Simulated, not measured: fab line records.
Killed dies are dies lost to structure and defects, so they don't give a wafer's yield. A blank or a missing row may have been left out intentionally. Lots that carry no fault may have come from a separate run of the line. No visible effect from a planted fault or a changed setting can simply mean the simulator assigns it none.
Problem report, 8D (eight disciplines) form, completed by code + flow berkeleyCmos170 + the parts of the form that need people (team, actions taken, sign-off) are left out

1. THE PROBLEM
Wafers without a fault read 1500.2 rpm, standard deviation 0.99; spinSpeedRpm at UCB170_NVT_COAT_01 reads a mean of 1891.2 rpm on 6 wafers belonging to 2 lots. So: +99 or more standard deviations from the usual mean.
The step: resist thk 900 nm.
First seen on wafer L985.2, day 9 15:50, on lithoTrack-04. The record has a number at this step for 42 wafers belonging to 14 lots. The rule behind "out" and "out of limits": a value lying over 4 standard deviations away from the usual mean. Any other wafer with a number is counted as sound.

2. WHAT IT IS; WHAT IT IS NOT
| question                    | is                     | is not                                                                          |
|-----------------------------|------------------------|---------------------------------------------------------------------------------|
| which readings at this step | spinSpeedRpm           | -                                                                               |
| which lots                  | L983, L985             | L969, L970, L972, L975, L976, L977, L978, L979, L980, L982, L989, L991          |
| which wafers of those lots  | all that have a number | -                                                                               |
| read on which tools         | lithoTrack-04          | lithoTrack-01, lithoTrack-02                                                    |
| when                        | from day 9 15:50       | up to then (27 sound wafers); but 9 sound wafers of L982, L989, L991 came after |

3. WHAT RULES OUT EACH SUSPECT
Counting: a tool at any process step up to the reading remains a suspect when it ran all the lots that are out and ran no sound lot after the first of those.
- lithoTrack-04 at UCB170_NVT_COAT_01 (resist thk 900 nm): kept. It ran every lot that is out, first L985 (day 9 15:50), and no sound lot after that; its last sound lot up to then is L980 (day 8 15:26). Its own readings are out on those wafers: spinSpeedRpm.
The count leaves lithoTrack-04 at UCB170_NVT_COAT_01.

4. THE CAUSE (what the simulator had put in)
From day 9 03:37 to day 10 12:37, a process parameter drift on lithoTrack-04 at UCB170_NVT_COAT_01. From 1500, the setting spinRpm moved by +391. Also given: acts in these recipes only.
Only this tool survived the counting.

5. SEQUENCE OF EFFECTS, ordered by route
One row per reading whose mean, taken over the struck wafers that have a number, lies over 3 standard deviations from the usual. Only readings for which the record gives a usual standard deviation are gone through. hours: the time from each lot's start at the first step in this table that gives one to its start at this step, as a median over the lots. sigmas: the change in usual standard deviations.
| hours | step                | reading              | usual      | on struck wafers | change | sigmas      |
|-------|---------------------|----------------------|------------|------------------|--------|-------------|
| 0     | UCB170_NVT_COAT_01  | spinSpeedRpm         | 1500.2 rpm | 1891.2           | +391.0 | +99 or more |
| 2     | UCB170_NVT_STRIP_08 | stripTimeToEndpointS | 21.66 s    | 19.25            | -2.41  | -38         |
The process steps in it:
- UCB170_NVT_COAT_01: resist thk 900 nm.
- UCB170_NVT_STRIP_08: strips in O2.

6. WHAT WOULD HAVE CAUGHT IT SOONER
12 hours passed between the start of the fault at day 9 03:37 and the first reading out of limits in this record, taken at day 9 15:50.
